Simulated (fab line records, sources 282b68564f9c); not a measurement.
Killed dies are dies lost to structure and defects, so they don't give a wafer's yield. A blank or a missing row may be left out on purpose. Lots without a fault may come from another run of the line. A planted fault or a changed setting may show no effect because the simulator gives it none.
fab line records | flow rit_cmos
record lots=6 wafers=18 last_day=7
route steps=202 shown FOX2@24 NWELL@28 PWELL@40 WELLDRIVE@50 M1@202
lots that met no fault: from a run of the same line without faults
start_h: hours from the record's first day to the start of the lot's first wafer shown | wait_h: hours since the lot's step before | " the same as in the row above | L1.1+2: a row that stands for several wafers | - no value, or no start given | * or withheld: withheld | < > ~ a bound
route shown NAME@n: a module of which the file shows steps, and the number in the route of the first | usual: mean/standard deviation of fault-free wafers | same: alike in all rows | chamber/n: place in a boat | sites: the reading at each site | _std_site: their standard deviation | _edge_site: outer sites' mean less inner sites' | radius_mm: how far each site lies from the wafer's centre | mask NAME#n: copy n | behind: the tool/chamber that last shaped the wafer | hold: why the lot was held/for how many hours/how that ended | device: the transistor (n, p or np) that didn't switch | end of line: the same wafers' tests at the end of the route | a step without rows: its recipe alone | killed: dies lost to structure and defects at the first sort, not the wafer's yield | map: a wafer's dies, x killed, . not, _ none there
set.NAME: the setting as run; set.NAME@STEP: as run at that earlier step | model.NAME: the simulator's own value behind a step, which no gauge read
lots at some steps of the route; a table a step, a row a wafer
services: from which hour (start_h, from the record's first day; less than 0 if before it) a tool's chamber was out of use, for how many hours, and why
## steps
# step RIT_FOX2_THK_MEAS_01
# recipe reads=SiO2_of_FOX2_OXIDATION_00
# usual FOX2_OXIDE_THK=350/7.9
# columns lot.wafer tool chamber start_h wait_h FOX2_OXIDE_THK[nm]
L867.4 film_metro-03 - 32.47 0.0 346
L867.5 " - " " 342
L867.6 " - " " 344
L868.1 film_metro-04 - 37.59 0.0 353
L868.4 " - " " 348
L868.6 " - " " 344
L876.3 film_metro-03 - 77.56 0.0 346
L876.4 " - " " 339
L876.6 " - " " 341
L877.3 film_metro-01 - 84.20 0.0 347
L877.4 " - " " 338
L877.5 " - " " 344
L880.2 film_metro-03 - 99.54 0.0 347
L880.5 " - " " 347
L880.6 " - " " 348
L884.2 film_metro-01 - 120.75 0.0 355
L884.4 " - " " 356
L884.6 " - " " 354
# step RIT_FOX2_CLEAN_02
# recipe chemistry=dHF dilution=50:1 time_s=180
# step RIT_FOX2_WET_ETCH_03
# recipe chemistry=H3PO4 target=Si3N4 target_depth_nm=195 temp_c=165 time_s=2700
# step RIT_FOX2_THK_MEAS_90
# recipe reads=SiO2_of_FOX2_OXIDATION_00
# usual FIELD_OXIDE_LEFT_1_THK=323/7.9
# columns lot.wafer tool chamber start_h wait_h FIELD_OXIDE_LEFT_1_THK[nm]
L867.4 film_metro-03 - 33.35 0.0 319
L867.5 " - " " 315
L867.6 " - " " 317
L868.1 film_metro-03 - 38.47 0.0 326
L868.4 " - " " 321
L868.6 " - " " 316
L876.3 film_metro-04 - 78.44 0.0 319
L876.4 " - " " 311
L876.6 " - " " 313
L877.3 film_metro-01 - 85.15 0.0 319
L877.4 " - " " 310
L877.5 " - " " 317
L880.2 film_metro-04 - 100.41 0.0 320
L880.5 " - " " 320
L880.6 " - " " 322
L884.2 film_metro-04 - 121.70 0.0 327
L884.4 " - " " 329
L884.6 " - " " 326
# step RIT_NWELL_HMDS_00
# recipe prime_time_s=60 prime_temp_c=140
# step RIT_NWELL_COAT_01
# recipe resist=NOVOLAK spin_rpm=2000 resist_thk_nm=1300
# step RIT_NWELL_SOFTBAKE_02
# recipe resist=NOVOLAK temp_c=90 time_s=60
# step RIT_NWELL_EXPOSE_03
# recipe mask_id=M2 na=0.57 target_cd_nm=43900 dose_mj=250
# step RIT_NWELL_PEB_04
# recipe resist=NOVOLAK temp_c=withheld time_s=withheld
# step RIT_NWELL_DEVELOP_05
# recipe resist=NOVOLAK develop_time_s=68 dev_temp_c=23
# step RIT_NWELL_OVL_MEAS_06
# usual NWELL_OVL=-0.5/1.4
# columns lot.wafer tool chamber start_h wait_h NWELL_OVL[nm]
L867.4 overlay-02 - 34.40 - -0.9
L867.5 " - " " 0.4
L867.6 " - " " -0.8
L868.1 overlay-02 - 39.54 - -1.2
L868.4 " - " " -0.6
L868.6 " - " " -0.8
L876.3 overlay-02 - 79.49 - 0.2
L876.4 " - " " 1.5
L876.6 " - " " 0.6
L877.3 overlay-02 - 86.21 - -3.2
L877.4 " - " " -2.5
L877.5 " - " " -1.2
L880.2 overlay-02 - 101.57 - -0.3
L880.5 " - " " -1.4
L880.6 " - " " -1.5
L884.2 overlay-01 - 122.64 - 1.7
L884.4 " - " " 1.9
L884.6 " - " " 2.7
# step RIT_NWELL_HARDBAKE_07
# recipe resist=NOVOLAK temp_c=140 time_s=120
# step RIT_NWELL_IMPLANT_08
# recipe species=P energy_kev=170 dose_cm2=5e+13 tilt_deg=7.32
# usual dose_ions_cm2=5e+13/5.1e+10 faraday_current_uA=158/3.1 tilt_deg=7.315/0.02
# columns lot.wafer tool chamber start_h wait_h dose_ions_cm2 faraday_current_uA tilt_deg
L867.4 implanter-01 0 34.74 0.2 5.003e+13 159 7.339
L867.5 " 0 " " 4.999e+13 157 7.342
L867.6 " 0 " " 5.002e+13 165 7.339
L868.1 implanter-04 0 39.82 0.2 4.995e+13 159 7.309
L868.4 " 0 " " 5e+13 157 7.302
L868.6 " 0 " " 5.002e+13 162 7.331
L876.3 implanter-04 0 79.82 0.2 6.503e+13 212 7.321
L876.4 " 0 " " 6.498e+13 204 7.312
L876.6 " 0 " " 6.501e+13 205 7.319
L877.3 implanter-04 0 86.53 0.2 6.503e+13 209 7.337
L877.4 " 0 " " 6.502e+13 205 7.311
L877.5 " 0 " " 6.502e+13 204 7.323
L880.2 implanter-02 0 101.87 0.2 5.002e+13 159 7.312
L880.5 " 0 " " 5.003e+13 153 7.340
L880.6 " 0 " " 4.996e+13 160 7.347
L884.2 implanter-01 0 122.94 0.2 5.002e+13 158 7.343
L884.4 " 0 " " 4.999e+13 155 7.315
L884.6 " 0 " " 4.993e+13 164 7.316
# step RIT_NWELL_STRIP_09
# recipe chemistry=O2 time_s=180 resist=NOVOLAK platen_temp_c=withheld power_w=500 pressure_mtorr=4000 o2_flow_sccm=4000
# usual drypump_motor_current_A=5.3/0.32
# columns lot.wafer tool chamber start_h wait_h drypump_motor_current_A rf_hours_counter_h
L867.4 plasma_asher-01 0 34.88 0.1 5.0 -
L867.5 " 0 " " 5.0 -
L867.6 " 1 " " 4.9 -
L868.1 plasma_asher-01 0 39.97 0.1 5.0 37
L868.4 " 1 " " 4.9 -
L868.6 " 0 " " 5.0 -
L876.3 plasma_asher-02 0 79.98 0.1 5.3 -
L876.4 " 1 " " 5.3 -
L876.6 " 1 " " 5.3 -
L877.3 plasma_asher-02 0 86.69 0.1 5.3 -
L877.4 " 1 " " 5.3 -
L877.5 " 0 " " 5.3 -
L880.2 plasma_asher-01 0 102.00 0.1 5.0 44
L880.5 " 1 " " 4.9 -
L880.6 " 0 " " 5.0 -
L884.2 plasma_asher-01 1 123.07 0.1 4.9 46
L884.4 " 0 " " 5.0 -
L884.6 " 1 " " 4.9 -
# step RIT_NWELL_TW_MEAS_10
# usual NWELL_TW=2141/18
# columns lot.wafer tool chamber start_h wait_h hold NWELL_TW
L867.4 film_metro-04 - 35.02 0.1 - 2130
L867.5 " - " " - 2138
L867.6 " - " " - 2138
L868.1 film_metro-04 - 40.15 0.1 - 2128
L868.4 " - " " - 2129
L868.6 " - " " - 2128
L876.3 film_metro-02 - 80.11 0.1 await_dispo/0.2h/release 2340
L876.4 " - " " await_dispo/0.2h/release 2359
L876.6 " - " " await_dispo/0.2h/release 2346
L876.3 film_metro-02 - 80.34 0.2 - 2354
L876.4 " - " " - 2349
L876.6 " - " " - 2342
L877.3 film_metro-01 - 86.82 0.1 await_dispo/0.2h/release 2303
L877.4 " - " " await_dispo/0.2h/release 2310
L877.5 " - " " await_dispo/0.2h/release 2313
L877.3 film_metro-01 - 87.05 0.2 - 2300
L877.4 " - " " - 2310
L877.5 " - " " - 2314
L880.2 film_metro-04 - 102.18 0.1 - 2141
L880.5 " - " " - 2134
L880.6 " - " " - 2138
L884.2 film_metro-02 - 123.25 0.1 - 2152
L884.4 " - " " - 2164
L884.6 " - " " - 2162
# step RIT_PWELL_COAT_01
# recipe resist=NOVOLAK spin_rpm=2000 resist_thk_nm=1300
# step RIT_PWELL_SOFTBAKE_02
# recipe resist=NOVOLAK temp_c=90 time_s=60
# step RIT_PWELL_EXPOSE_03
# recipe mask_id=M3 na=0.57 target_cd_nm=43700 dose_mj=250
# step RIT_PWELL_PEB_04
# recipe resist=NOVOLAK temp_c=withheld time_s=withheld
# step RIT_PWELL_DEVELOP_05
# recipe resist=NOVOLAK develop_time_s=68 dev_temp_c=23
# step RIT_PWELL_OVL_MEAS_06
# usual PWELL_OVL=0.8/1.3
# columns lot.wafer tool chamber start_h wait_h PWELL_OVL[nm]
L867.4 overlay-01 - 36.08 - 1.2
L867.5 " - " " 2.1
L867.6 " - " " 1.0
L868.1 overlay-02 - 41.21 - -0.1
L868.4 " - " " -0.7
L868.6 " - " " -0.9
L876.3 overlay-02 - 85.64 - 0.0
L876.4 " - " " 0.7
L876.6 " - " " -0.2
L877.3 overlay-02 - 92.62 - -0.9
L877.4 " - " " 1.9
L877.5 " - " " -0.5
L880.2 overlay-01 - 103.24 - 0.6
L880.5 " - " " 0.2
L880.6 " - " " 0.4
L884.2 overlay-01 - 124.31 - 3.3
L884.4 " - " " 1.0
L884.6 " - " " 1.0
# step RIT_PWELL_HARDBAKE_07
# recipe resist=NOVOLAK temp_c=140 time_s=120
# step RIT_PWELL_IMPLANT_08
# recipe species=B energy_kev=167 dose_cm2=7e+13 tilt_deg=7
# step RIT_PWELL_STRIP_09
# recipe chemistry=O2 time_s=180 resist=NOVOLAK platen_temp_c=withheld power_w=500 pressure_mtorr=4000 o2_flow_sccm=4000
# usual drypump_motor_current_A=5.3/0.31
# columns lot.wafer tool chamber start_h wait_h drypump_motor_current_A rf_hours_counter_h
L867.4 plasma_asher-02 0 36.55 0.1 5.3 -
L867.5 " 0 " " 5.3 -
L867.6 " 1 " " 5.3 -
L868.1 plasma_asher-03 0 41.65 0.1 5.9 23
L868.4 " 0 " " 5.9 -
L868.6 " 0 " " 5.9 -
L876.3 plasma_asher-02 1 86.31 0.1 5.3 -
L876.4 " 0 " " 5.3 -
L876.6 " 1 " " 5.3 -
L877.3 plasma_asher-01 1 93.21 0.1 4.9 -
L877.4 " 0 " " 5.0 -
L877.5 " 1 " " 4.8 -
L880.2 plasma_asher-03 1 103.67 0.1 5.7 29
L880.5 " 0 " " 5.9 -
L880.6 " 1 " " 5.7 -
L884.2 plasma_asher-01 0 124.85 0.1 5.0 46
L884.4 " 0 " " 5.0 -
L884.6 " 0 " " 5.0 -
# step RIT_PWELL_TW_MEAS_10
# usual PWELL_TW=949/7.4
# columns lot.wafer tool chamber start_h wait_h PWELL_TW
L867.4 film_metro-02 - 36.70 0.1 960
L867.5 " - " " 955
L867.6 " - " " 957
L868.1 film_metro-02 - 41.82 0.1 952
L868.4 " - " " 950
L868.6 " - " " 949
L876.3 film_metro-02 - 86.51 0.1 961
L876.4 " - " " 961
L876.6 " - " " 959
L877.3 film_metro-04 - 93.35 0.1 950
L877.4 " - " " 955
L877.5 " - " " 958
L880.2 film_metro-04 - 103.86 0.1 949
L880.5 " - " " 948
L880.6 " - " " 949
L884.2 film_metro-01 - 125.04 0.1 946
L884.4 " - " " 944
L884.6 " - " " 944
# step RIT_WELLDRIVE_ANNEAL_00
# recipe temp_c=1100 time_s=14700 ambient=N2
# step RIT_WELLDRIVE_RS_MEAS_01
# recipe thk_meas_gauge=four-point-probe
# usual NWELL_RS=275.7/0.8
# columns lot.wafer tool chamber start_h wait_h hold NWELL_RS[ohm/sq]
L867.4 film_metro-02 - 42.74 0.1 - 276.5
L867.5 " - " " - 276.1
L867.6 " - " " - 276.6
L868.1 film_metro-02 - 48.40 0.0 - 275.6
L868.4 " - " " - 275.9
L868.6 " - " " - 275.6
L876.3 film_metro-04 - 91.86 0.0 await_dispo/0.2h/release 235.9
L876.4 " - " " await_dispo/0.2h/release 236.6
L876.6 " - " " await_dispo/0.2h/release 236.0
L876.3 film_metro-04 - 92.14 0.3 - 235.8
L876.4 " - " " - 236.6
L876.6 " - " " - 235.4
L877.3 film_metro-02 - 98.60 0.0 await_dispo/0.2h/release 236.5
L877.4 " - " " await_dispo/0.2h/release 236.7
L877.5 " - " " await_dispo/0.2h/release 236.0
L877.3 film_metro-02 - 98.93 0.3 - 236.7
L877.4 " - " " - 236.3
L877.5 " - " " - 236.0
L880.2 film_metro-01 - 111.11 0.0 - 275.6
L880.5 " - " " - 275.4
L880.6 " - " " - 275.4
L884.2 film_metro-01 - 131.27 0.0 - 275.8
L884.4 " - " " - 275.4
L884.6 " - " " - 275.9
# step RIT_M1_PROBE_99
# usual defect_limited_yield=97.3/1.2 killed_at_contacts=0.1/0.25 killed_at_front_end=7/3.2 killed_dies=7/3.2 killed_open=3.5/2.2 killed_short=3.6/2.1 sort_bin_3_pad_short=0.1/0.22 sort_bin_5_function=1.5/0.87 sort_bin_6_memory=1.1/0.65 sort_n_pass=257/3.2 sort_yield_pct=97.3/1.2
# same gross_dies=264 killed_at_M0_to_M3=0 killed_at_M4_up=0 killed_at_back_side=0 killed_at_other=0
# columns lot.wafer tool chamber start_h wait_h defect_limited_yield[%] killed_at_contacts killed_at_front_end killed_dies killed_open killed_short sort_bin_3_pad_short[%] sort_bin_5_function[%] sort_bin_6_memory[%] sort_n_pass sort_yield_pct[%]
L867.4 prober-02 - 74.46 0.2 98.1 0 5 5 0 5 0.4 0.4 1.1 259 98.1
L867.5 prober-02 - 74.51 0.2 92.8 0 19 19 10 9 0.8 3.8 2.7 245 92.8
L867.6 prober-02 - 74.56 0.2 95.5 0 12 12 5 7 0 1.9 2.7 252 95.5
L868.1 prober-01 - 80.46 0.1 95.1 0 13 13 10 3 0 3.8 1.1 251 95.1
L868.4 prober-01 - 80.61 0.2 97.7 0 6 6 2 4 0.4 0.8 1.1 258 97.7
L868.6 prober-01 - 80.71 0.2 96.6 1 8 9 5 4 0 1.9 1.5 255 96.6
L880.2 prober-01 - 143.55 0.1 95.1 1 12 13 7 6 0 1.5 3.4 251 95.1
L880.5 prober-01 - 143.70 0.2 98.9 0 3 3 3 0 0 0.8 0.4 261 98.9
L880.6 prober-01 - 143.75 0.2 98.9 0 3 3 3 0 0 0.8 0.4 261 98.9
# killed by level:class
L867.4 SPACER:geometric_particle:short=4 SILICIDE:geometric_particle:short=1
L867.5 FOX1:geometric_particle:open=3 FOX1:geometric_particle:short=2 GATE:geometric_particle:short=2 GATE:geometric_particle:open=2 REOX:geometric_particle:short=2 SILICIDE:geometric_particle:short=2 SILICIDE:geometric_particle:open=2 FOX2:geometric_particle:open=1
L867.6 GATE:geometric_particle:short=4 GATE:geometric_particle:open=3 SPACER:geometric_particle:short=2 FOX1:geometric_particle:short=1 SPACER:geometric_particle:open=1 SILICIDE:geometric_particle:open=1
L868.1 FOX1:geometric_particle:open=3 FOX1:geometric_particle:short=2 GATE:geometric_particle:open=2 ACTIVE:geometric_particle:open=1 FOX2:geometric_particle:open=1 GATE:geometric_particle:short=1 REOX:geometric_particle:open=1 SPACER:geometric_particle:open=1
L868.4 GATE:geometric_particle:short=3 FOX1:geometric_particle:open=2 ACTIVE:geometric_particle:short=1
L868.6 GATE:geometric_particle:open=5 GATE:geometric_particle:short=2 ACTIVE:geometric_particle:short=1 CONTACT:geometric_particle:short=1
L880.2 GATE:geometric_particle:open=4 GATE:geometric_particle:short=3 FOX1:geometric_particle:short=2 FOX2:geometric_particle:open=1 FOX2:geometric_particle:short=1 SPACER:geometric_particle:open=1 CONTACT:geometric_particle:open=1
L880.5 FOX1:geometric_particle:open=1 SPACER:geometric_particle:open=1 SILICIDE:geometric_particle:open=1
L880.6 FOX2:geometric_particle:open=1 GATE:geometric_particle:open=1 SILICIDE:geometric_particle:open=1
## services
# columns tool chamber start_h hours kind
implanter-01 - 66.67 3.3 pm
plasma_asher-03 - 69.14 3.4 repair
implanter-04 - 69.98 3.8 pm
implanter-01 - 92.11 1.5 repair
implanter-01 - 98.33 10.6 repair
plasma_asher-03 - 121.61 15.6 pm
implanter-01 - 124.51 4.6 pm
## key
first_sign step=RIT_NWELL_IMPLANT_08 reading=dose_ions_cm2 direction=up sigmas=99+ usual=5e+13 struck=6.501e+13
effect step=RIT_NWELL_IMPLANT_08 reading=faraday_current_uA direction=up sigmas=15 usual=158 struck=206
effect step=RIT_NWELL_TW_MEAS_10 reading=visit direction=added
effect step=RIT_NWELL_TW_MEAS_10 reading=NWELL_TW direction=up sigmas=10 usual=2141 struck=2328
effect step=RIT_WELLDRIVE_RS_MEAS_01 reading=visit direction=added
effect step=RIT_WELLDRIVE_RS_MEAS_01 reading=NWELL_RS direction=down sigmas=49 usual=275.7 struck=236.3
met_at RIT_NWELL_IMPLANT_08
struck_wafers L876.3,L876.4,L876.6,L877.3,L877.4,L877.5
scrapped_behind RIT_WELLDRIVE_RS_MEAS_01 L876.3,L876.4,L876.6,L877.3,L877.4,L877.5
onset_between 39.82 79.82
fault kind=process_parameter_drift tool=implanter-04 chamber=- onset_h=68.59 steps=RIT_NWELL_IMPLANT_08 channel=dose_cm2 offset=1.5e+13 shape=step end_h=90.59 acts_in=these_recipes_only stated=5e+13
